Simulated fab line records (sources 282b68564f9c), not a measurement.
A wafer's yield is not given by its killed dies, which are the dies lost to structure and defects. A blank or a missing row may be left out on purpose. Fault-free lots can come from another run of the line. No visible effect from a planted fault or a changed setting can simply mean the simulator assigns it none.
Split-lot trial || flow rit cmos || 22 wafers read from 5 lots, route of 202 steps

SPLIT DETAILS
At RIT_GATE_DEVELOP_15 (develop time 50 s), the setting dev temp c was moved away from the recipe's 23 C on 7 of the 22 wafers read, by -16.3% to +15.9%. For the rest of the wafers, this setting stayed at what the recipe calls for.

FROM THE SPLIT TO THE READING: what the file shows between them, 9 steps
- RIT_NLDD_COAT_01: resist thk 1000 nm (also split here: resist thk nm)
- RIT_NLDD_SOFTBAKE_02: time 60 s
- RIT_NLDD_EXPOSE_03: exposes mask M7, target cd 40700 nm
- RIT_NLDD_DEVELOP_05: develop time 50 s
- RIT_NLDD_HARDBAKE_07: time 60 s
- RIT_SPACER_ETCHBACK_05: etches Si3N4 in SF6/CHF3, stops on SiO2, target depth 250 nm, time 240 s (also split here: time s)
- RIT_PSD_IMPLANT_08 (also split here: tilt deg)
- RIT_CONTACT_DEVELOP_07: develop time 120 s (also split here: develop time s)
- RIT_CONTACT_CD_MEAS_08: target cd 1000 nm

THE READING
etest.npoly line.line ohm um (the simulator's own value, which no gauge read), at RIT_M1_PROBE_99. The file does not state a usual value for it. Here, 15 wafers ran the recipe; their average is 168.4 with a standard deviation of 6.

{"wafer": "L074.1", "tool, chamber at the split": "litho track-04, 0", "dev temp c as run, C": 23, "against the recipe": "recipe", "etest.npoly line.line ohm um": 171.1, "against lot-mates on the recipe": "-"}
{"wafer": "L074.2", "tool, chamber at the split": "litho track-04, 0", "dev temp c as run, C": 26.66, "against the recipe": "+15.9%", "etest.npoly line.line ohm um": 137.8, "against lot-mates on the recipe": -36.2}
{"wafer": "L074.3", "tool, chamber at the split": "litho track-04, 0", "dev temp c as run, C": 23, "against the recipe": "recipe", "etest.npoly line.line ohm um": 176.9, "against lot-mates on the recipe": "-"}
{"wafer": "L074.6", "tool, chamber at the split": "litho track-04, 0", "dev temp c as run, C": 26.66, "against the recipe": "+15.9%", "etest.npoly line.line ohm um": 138.4, "against lot-mates on the recipe": -35.6}
{"wafer": "L075.1", "tool, chamber at the split": "litho track-04, 0", "dev temp c as run, C": 23, "against the recipe": "recipe", "etest.npoly line.line ohm um": 161.5, "against lot-mates on the recipe": "-"}
{"wafer": "L075.2", "tool, chamber at the split": "litho track-04, 0", "dev temp c as run, C": 23, "against the recipe": "recipe", "etest.npoly line.line ohm um": 162.7, "against lot-mates on the recipe": "-"}
{"wafer": "L075.4", "tool, chamber at the split": "litho track-04, 0", "dev temp c as run, C": 23, "against the recipe": "recipe", "etest.npoly line.line ohm um": 157.5, "against lot-mates on the recipe": "-"}
{"wafer": "L075.5", "tool, chamber at the split": "litho track-04, 0", "dev temp c as run, C": 23, "against the recipe": "recipe", "etest.npoly line.line ohm um": 156.3, "against lot-mates on the recipe": "-"}
{"wafer": "L075.6", "tool, chamber at the split": "litho track-04, 0", "dev temp c as run, C": 23, "against the recipe": "recipe", "etest.npoly line.line ohm um": 167.1, "against lot-mates on the recipe": "-"}
{"wafer": "L076.2", "tool, chamber at the split": "litho track-02, 0", "dev temp c as run, C": 19.26, "against the recipe": "-16.3%", "etest.npoly line.line ohm um": 235.7, "against lot-mates on the recipe": "+64.8"}
{"wafer": "L076.3", "tool, chamber at the split": "litho track-02, 0", "dev temp c as run, C": 23, "against the recipe": "recipe", "etest.npoly line.line ohm um": 171.1, "against lot-mates on the recipe": "-"}
{"wafer": "L076.4", "tool, chamber at the split": "litho track-02, 0", "dev temp c as run, C": 19.26, "against the recipe": "-16.3%", "etest.npoly line.line ohm um": 236.5, "against lot-mates on the recipe": "+65.6"}
{"wafer": "L076.5", "tool, chamber at the split": "litho track-02, 0", "dev temp c as run, C": 19.26, "against the recipe": "-16.3%", "etest.npoly line.line ohm um": 231.8, "against lot-mates on the recipe": "+60.9"}
{"wafer": "L076.6", "tool, chamber at the split": "litho track-02, 0", "dev temp c as run, C": 23, "against the recipe": "recipe", "etest.npoly line.line ohm um": 170.7, "against lot-mates on the recipe": "-"}
{"wafer": "L080.1", "tool, chamber at the split": "litho track-02, 0", "dev temp c as run, C": 24.91, "against the recipe": "+8.3%", "etest.npoly line.line ohm um": 148.7, "against lot-mates on the recipe": -24.8}
{"wafer": "L080.3", "tool, chamber at the split": "litho track-02, 0", "dev temp c as run, C": 23, "against the recipe": "recipe", "etest.npoly line.line ohm um": 175.9, "against lot-mates on the recipe": "-"}
{"wafer": "L080.4", "tool, chamber at the split": "litho track-02, 0", "dev temp c as run, C": 23, "against the recipe": "recipe", "etest.npoly line.line ohm um": 171.4, "against lot-mates on the recipe": "-"}
{"wafer": "L080.5", "tool, chamber at the split": "litho track-02, 0", "dev temp c as run, C": 24.91, "against the recipe": "+8.3%", "etest.npoly line.line ohm um": 155.1, "against lot-mates on the recipe": -18.4}
{"wafer": "L080.6", "tool, chamber at the split": "litho track-02, 0", "dev temp c as run, C": 23, "against the recipe": "recipe", "etest.npoly line.line ohm um": 173.2, "against lot-mates on the recipe": "-"}
{"wafer": "L081.2", "tool, chamber at the split": "litho track-04, 0", "dev temp c as run, C": 23, "against the recipe": "recipe", "etest.npoly line.line ohm um": 172, "against lot-mates on the recipe": "-"}
{"wafer": "L081.3", "tool, chamber at the split": "litho track-04, 0", "dev temp c as run, C": 23, "against the recipe": "recipe", "etest.npoly line.line ohm um": 169.3, "against lot-mates on the recipe": "-"}
{"wafer": "L081.5", "tool, chamber at the split": "litho track-04, 0", "dev temp c as run, C": 23, "against the recipe": "recipe", "etest.npoly line.line ohm um": 169.8, "against lot-mates on the recipe": "-"}

FIT RESULTS
A straight line over all 22 wafers: etest.npoly line.line ohm um changes by -3.11 for each +1% of dev temp c; r = -0.94; the points scatter about the line by 9.3.
The same after taking each lot's own level away (the mean of its wafers on the recipe; 22 wafers): -3.21 for each +1%; r = -0.97; scatter 6.3.
The reading moves by 52 for the largest change in dev temp c, on that fit.
Across the lots, their own levels run from 161.02 to 174.00, a range of 2.2 times the standard deviation given above.
So the lot-to-lot level changes the slope little: the two slopes agree.
Check: with one of the wafers moved furthest among these (-16.3%) left out of the fit, the line predicts +52.8 for it against its lot-mates. It came out at +64.8 against them.

OTHER SPLITS APPLIED TO THESE WAFERS
Note: prior to the reading, these wafers also went through further splits. Each is held against what the fit with the lots' levels taken away leaves over:
{"other split on the same wafers": "RIT_ACTIVE_COAT_06 resist thk nm", "wafers away from the commonest value": 4, "r with etest.npoly line.line ohm um (lot level and that fit taken away)": "+0.07"}
{"other split on the same wafers": "RIT_ACTIVE_DEVELOP_10 develop time s", "wafers away from the commonest value": 8, "r with etest.npoly line.line ohm um (lot level and that fit taken away)": -0.40}
{"other split on the same wafers": "RIT_NWELL_COAT_01 resist thk nm", "wafers away from the commonest value": 7, "r with etest.npoly line.line ohm um (lot level and that fit taken away)": -0.45}
{"other split on the same wafers": "RIT_NWELL_SOFTBAKE_02 time s", "wafers away from the commonest value": 6, "r with etest.npoly line.line ohm um (lot level and that fit taken away)": -0.13}
{"other split on the same wafers": "RIT_PWELL_COAT_01 resist thk nm", "wafers away from the commonest value": 6, "r with etest.npoly line.line ohm um (lot level and that fit taken away)": "+0.40"}
{"other split on the same wafers": "RIT_GATE_CVD_08 pressure mtorr", "wafers away from the commonest value": 10, "r with etest.npoly line.line ohm um (lot level and that fit taken away)": -0.28}
{"other split on the same wafers": "RIT_NLDD_COAT_01 resist thk nm", "wafers away from the commonest value": 9, "r with etest.npoly line.line ohm um (lot level and that fit taken away)": "+0.08"}
{"other split on the same wafers": "RIT_SPACER_ETCHBACK_05 time s", "wafers away from the commonest value": 6, "r with etest.npoly line.line ohm um (lot level and that fit taken away)": -0.20}
{"other split on the same wafers": "RIT_PSD_IMPLANT_08 tilt deg", "wafers away from the commonest value": 4, "r with etest.npoly line.line ohm um (lot level and that fit taken away)": "+0.07"}
{"other split on the same wafers": "RIT_CONTACT_DEVELOP_07 develop time s", "wafers away from the commonest value": 11, "r with etest.npoly line.line ohm um (lot level and that fit taken away)": -0.21}

THE WHOLE CHAIN: every reading that the file lists as answering this split, in the file's order
{"step": "RIT_M1_PROBE_99", "what it does": "", "reading": "etest.pmos_0p3.r on ohm um (the simulator's own value, which no gauge read)", "change (the file's fit)": "+35.1 for each +1% of the setting", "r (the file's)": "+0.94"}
{"step": "RIT_M1_PROBE_99", "what it does": "", "reading": "etest.pmos turned.r on ohm um (the simulator's own value, which no gauge read)", "change (the file's fit)": "+33.7 for each +1% of the setting", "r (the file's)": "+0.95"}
{"step": "RIT_M1_PROBE_99", "what it does": "", "reading": "etest.pmos_0p15.r on ohm um (the simulator's own value, which no gauge read)", "change (the file's fit)": "+35 for each +1% of the setting", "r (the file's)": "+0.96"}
{"step": "RIT_M1_PROBE_99", "what it does": "", "reading": "etest.ppoly line.line ohm um (the simulator's own value, which no gauge read)", "change (the file's fit)": "-3 for each +1% of the setting", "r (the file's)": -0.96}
{"step": "RIT_M1_PROBE_99", "what it does": "", "reading": "etest.npoly line.line ohm um (the simulator's own value, which no gauge read)", "change (the file's fit)": "-3.11 for each +1% of the setting", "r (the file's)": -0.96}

THE FILE'S OWN FIT
etest.npoly line.line ohm um changes by -3.11 for each +1% of dev temp c, r = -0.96.
